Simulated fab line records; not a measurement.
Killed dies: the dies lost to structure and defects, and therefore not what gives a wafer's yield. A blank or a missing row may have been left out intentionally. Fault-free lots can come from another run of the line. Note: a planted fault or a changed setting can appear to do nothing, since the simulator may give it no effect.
Struck lot and sound lot, side by side -- flow berkeley-cmos170 -- 14 out of 331 route steps
Sound: the wafers L877.2, L877.3, L877.6. The struck wafers were L882.1, L882.2, L882.3. The cause is named last.
Per side, at each step with rows, come the tool, then ch with its chambers, and then its first start. Under that, the readings that differ: sound wafers -- struck wafers -- difference of the means -- sigmas: that difference in standard deviations of wafers without a fault.
alike: words and numbers the same on both sides, and readings whose means are apart by under 2 such deviations; not compared: readings that were withheld, readings missing a value for some wafer, numbers with overlapping values and no deviation given by the record, and bounds like >300 which may hide the same value.
Wherever a step has rows on one side only, a row that says differs or no value, or a row with sigmas, the two part there. Numbers that have no deviation but don't overlap get no sigmas and don't part them. A reading that every wafer of one side lacks parts them only if that side has two wafers or more.

first, 1 step without rows for these wafers: UCB170_NLDD_IMPLANT_09.
UCB170_NLDD_STRIP_10: strips in O2.
  sound on plasma-asher-02 ch 0,1, day 7 01:45; struck on plasma-asher-02 ch 0,1, day 7 21:56
  alike: drypump-motor-current-A, oes-product-au, strip-time-to-endpoint-s
  not compared: rf-hours-counter-h
UCB170_NLDD_TW_MEAS_11:
  sound on film-metro-03 at day 7 01:52; struck on film-metro-03 at day 7 22:02
  alike: NLDD_TW
then, 1 step without rows for these wafers: UCB170_NLDD_CLEAN_12 (cleans in SPM, time 600 s).
UCB170_SPACER_CVD_00: deposits SiO2 from TEOS/O2, target thk 376 nm, time 47 s.
  sound on pecvd-02 ch 0,2, day 7 02:12; struck on pecvd-03 ch 0,1,2, day 7 22:16
  alike: heater-power-w
UCB170_SPACER_THK_MEAS_01:
  sound on film-metro-04 at day 7 02:15; struck on film-metro-04 at day 7 22:18
  alike: SPACER_TEOS_THK
then, 1 step without rows for these wafers: UCB170_SPACER_ANNEAL_02 (time 1800 s).
UCB170_SPACER_ETCHBACK_03: etches SiO2 in CHF3/CF4/Ar, stops on Si, target depth 376 nm, time 100 s.
  sound on rie-diel-03 ch 0,1, day 7 04:52; struck on rie-diel-01 ch 1,2,3, day 8 00:47
reading,sound,struck,difference,sigmas
drypump-motor-current-A (A),5.0 5.3 5.0,6.2 5.8 6.3,+1.0,+2
  alike: oes-product-au, throttle-valve-pct
  not compared: rf-hours-counter-h
then, 4 steps without rows for these wafers: UCB170_PSD_HMDS_00 (prime time 60 s); UCB170_PSD_COAT_01 (resist thk 900 nm); UCB170_PSD_SOFTBAKE_02 (time 60 s); UCB170_PSD_EXPOSE_03 (exposes mask PSELECT MOD, target cd 1200 nm).
UCB170_PSD_PEB_04:
  sound on litho-track-04 ch 0, day 7 06:07; struck on litho-track-01, day 8 01:40
  no value came back on the struck wafers for chill-plate-temp-C (C), exhaust-pa (Pa), plate-temp-C (C); on the sound wafers chill-plate-temp-C (C) reads 22.89 22.98 23.00
then, 1 step without rows for these wafers: UCB170_PSD_DEVELOP_05 (develop time 45 s).

== WHERE THEY PART ==
Last at UCB170_PSD_PEB_04 as far as this record goes, first at UCB170_SPACER_ETCHBACK_03.

WHY: whatever the simulator had introduced
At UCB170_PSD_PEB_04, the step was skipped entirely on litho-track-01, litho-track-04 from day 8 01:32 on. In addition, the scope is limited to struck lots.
